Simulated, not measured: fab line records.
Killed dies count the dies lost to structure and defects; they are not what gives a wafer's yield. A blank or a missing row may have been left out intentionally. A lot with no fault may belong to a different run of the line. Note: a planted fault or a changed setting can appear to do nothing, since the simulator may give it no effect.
Split-lot trial	flow rit-cmos	23 wafers read from 5 lots, route of 202 steps

ON THE SPLIT
At RIT_PRETRO_IMPLANT_08, the setting energy-kev was moved away from the recipe's 45 on 8 of the 23 wafers read, by -2.0% to +5.9%. All remaining wafers had this setting at the recipe value.

Reading taken at the split's own step.

THE READING
implant.drp-nm (the simulator's own value, which no gauge read), in nm, at RIT_PRETRO_IMPLANT_08. The file gives no usual value for it.

wafer	tool, chamber at the split	energy-kev as run	against the recipe	implant.drp-nm, nm	against lot-mates on the recipe
L076.2	implanter-01, 0	45	recipe	55.07	-
L076.3	implanter-01, 0	45	recipe	55.07	-
L076.4	implanter-01, 0	45	recipe	55.07	-
L076.5	implanter-01, 0	45	recipe	55.07	-
L076.6	implanter-01, 0	45	recipe	55.07	-
L077.2	implanter-03, 0	45	recipe	55.07	-
L077.4	implanter-03, 0	45	recipe	55.07	-
L077.6	implanter-03, 0	45	recipe	55.07	-
L080.1	implanter-01, 0	47.64	+5.9%	56.95	+1.88
L080.2	implanter-01, 0	47.64	+5.9%	56.95	+1.88
L080.3	implanter-01, 0	45	recipe	55.07	-
L080.4	implanter-01, 0	45	recipe	55.07	-
L080.5	implanter-01, 0	45	recipe	55.07	-
L081.1	implanter-04, 0	47.6	+5.8%	56.92	+1.85
L081.4	implanter-04, 0	47.6	+5.8%	56.92	+1.85
L081.6	implanter-04, 0	47.6	+5.8%	56.92	+1.85
L081.3	implanter-04, 0	45	recipe	55.07	-
L081.5	implanter-04, 0	45	recipe	55.07	-
L083.1	implanter-04, 0	45	recipe	55.07	-
L083.5	implanter-04, 0	45	recipe	55.07	-
L083.2	implanter-04, 0	44.12	-2.0%	54.43	-0.64
L083.3	implanter-04, 0	44.12	-2.0%	54.43	-0.64
L083.6	implanter-04, 0	44.12	-2.0%	54.43	-0.64

FIT RESULTS
A straight line over all 23 wafers: implant.drp-nm changes by +0.321 nm for each +1% of energy-kev; r = +1.00; the points scatter about the line by 0.0043 nm.
The same after taking each lot's own level away (the mean of its wafers on the recipe; 23 wafers): +0.321 nm for each +1%; r = +1.00; scatter 0.0043 nm.
Per that fit: largest energy-kev move, reading shift of 1.9 nm.
The lots' own levels span 55.070 to 55.070 nm.
So the lot-to-lot level changes the slope little: the two slopes agree.
Check: with one of the wafers moved furthest among these (+5.9%) left out of the fit, the line predicts +1.88 nm for it against its lot-mates. Against them it came out at +1.88 nm.

OTHER SPLITS APPLIED TO THESE WAFERS
These wafers also went through other splits before the reading. Each is held against what the fit with the lots' levels taken away leaves over:
other split on the same wafers	wafers away from the commonest value	r with implant.drp-nm (lot level and that fit taken away)
RIT_ACTIVE_CVD_03 sih2cl2-flow-sccm	18	-0.18
RIT_ACTIVE_CLEAN_15 time-s	15	-0.40
RIT_NWELL_COAT_01 resist-thk-nm	8	-0.66
RIT_NWELL_IMPLANT_08 dose-cm2	7	-0.58
RIT_PWELL_COAT_01 spin-rpm	9	+0.52
RIT_PWELL_DEVELOP_05 dev-temp-c	7	+0.49
RIT_NRETRO_SOFTBAKE_02 temp-c	7	-0.09
RIT_PRETRO_COAT_01 spin-rpm	6	+0.28

THE WHOLE CHAIN: every reading that the file lists as answering this split, in the file's order
step	what it does	reading	change (the file's fit)	r (the file's)
RIT_PRETRO_IMPLANT_08		implant.rp-nm (the simulator's own value, which no gauge read)	+1.38 nm for each +1% of the setting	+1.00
RIT_PRETRO_IMPLANT_08		implant.drp-nm (the simulator's own value, which no gauge read)	+0.321 nm for each +1% of the setting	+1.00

FILE'S OWN FIT
implant.drp-nm changes by +0.321 nm for each +1% of energy-kev, r = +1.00.
